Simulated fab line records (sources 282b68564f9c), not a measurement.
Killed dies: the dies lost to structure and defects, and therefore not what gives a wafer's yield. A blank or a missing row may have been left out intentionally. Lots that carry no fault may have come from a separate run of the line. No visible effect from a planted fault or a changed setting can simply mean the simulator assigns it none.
Code-filled problem report in 8D (eight disciplines) form + flow rit_cmos + the parts of the form that need people (team, actions taken, sign-off) are left out

1. WHAT IS WRONG
rf_fwd_power_W at RIT_SPACER_ETCHBACK_05 reads a mean of 288.4 W on 3 wafers of 2 lots; wafers without a fault read 249.2 W with a standard deviation of 0.87. Measured from the usual mean, that is +45 standard deviations.
The step: etches Si3N4 in SF6/CHF3, stops on SiO2, target depth 250 nm, time 240 s.
First observed at day 6 00:55: wafer L629.1, on rie_diel-02. At this step, 18 wafers from 6 lots have a number in the record. The rule behind "out" and "out of limits": a value lying over 4 standard deviations away from the usual mean. The other wafers with a number count as sound.

2. WHAT THIS IS AND IS NOT
| question                    | is                     | is not                                                                         |
|-----------------------------|------------------------|--------------------------------------------------------------------------------|
| which readings at this step | rf_fwd_power_W         | drypump_motor_current_A, oes_product_au, throttle_valve_pct                    |
| which lots                  | L629, L632             | L615, L622, L636, L637                                                         |
| which wafers of those lots  | L629.1, L632.4, L632.6 | L629.4, L629.5, L632.1                                                         |
| read on which tools         | rie_diel-02            | rie_diel-01, rie_diel-03                                                       |
| when                        | from day 6 00:55       | up to then (8 sound wafers); but 7 sound wafers of L632, L636, L637 came after |

3. SUSPECTS, AND WHAT RULES EACH OUT
Counting: if a tool at a process step up to the reading ran every lot that is out, it stays a suspect. Sound lots after the first of them don't rule it out here, since some wafers of a struck lot are sound.
- rie_diel-02 at RIT_SPACER_ETCHBACK_05 (etches Si3N4 in SF6/CHF3, stops on SiO2, target depth 250 nm, time 240 s): kept. Every lot that is out went through it, the first being L629 (day 6 00:55); the last sound lot it ran before that was L622 (day 4 18:05). Out on those wafers are its own readings of rf_fwd_power_W.
- At RIT_SPACER_ETCHBACK_05, inside rie_diel-02: chamber 3 took the wafers that are out, while their sound lot-mates went through chambers 1, 2.
The count leaves rie_diel-02 at RIT_SPACER_ETCHBACK_05.

4. THE CAUSE (what the simulator had put in)
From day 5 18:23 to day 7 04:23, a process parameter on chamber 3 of rie_diel-02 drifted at RIT_SPACER_ETCHBACK_05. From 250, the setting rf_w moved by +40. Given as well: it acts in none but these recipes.
This tool alone remained once counting was done.

5. THE EFFECT CHAIN, in route order
Rows list readings where the struck wafers' mean (over those with a number) sits beyond 3 standard deviations from the usual. Scope: only readings with a usual standard deviation given in the record; hours: median across lots of the time from each lot's start at the first step in this table that gives one to its start at this step; sigmas: change in usual standard deviations.
| hours | step                   | reading        | usual   | on struck wafers | change | sigmas |
|-------|------------------------|----------------|---------|------------------|--------|--------|
| 0     | RIT_SPACER_ETCHBACK_05 | rf_fwd_power_W | 249.2 W | 288.4            | +39.2  | +45    |
Here are the process steps it includes:
- RIT_SPACER_ETCHBACK_05: etches Si3N4 in SF6/CHF3, stops on SiO2, target depth 250 nm, time 240 s.
At these later measuring or inspecting steps, every struck wafer for which the step has a row has a number for every such reading, and none has moved that far: RIT_NSD_OVL_MEAS_06, RIT_NSD_TW_MEAS_10, RIT_PSD_OVL_MEAS_06, RIT_PSD_TW_MEAS_10, RIT_SDANNEAL_RS_MEAS_04, RIT_SDANNEAL_RS_MEAS_05, RIT_SDANNEAL_RS_MEAS_06.

6. WHAT WOULD HAVE CAUGHT IT SOONER
In this record the first reading out of limits was taken at day 6 00:55, 7 hours after the fault began at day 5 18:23.
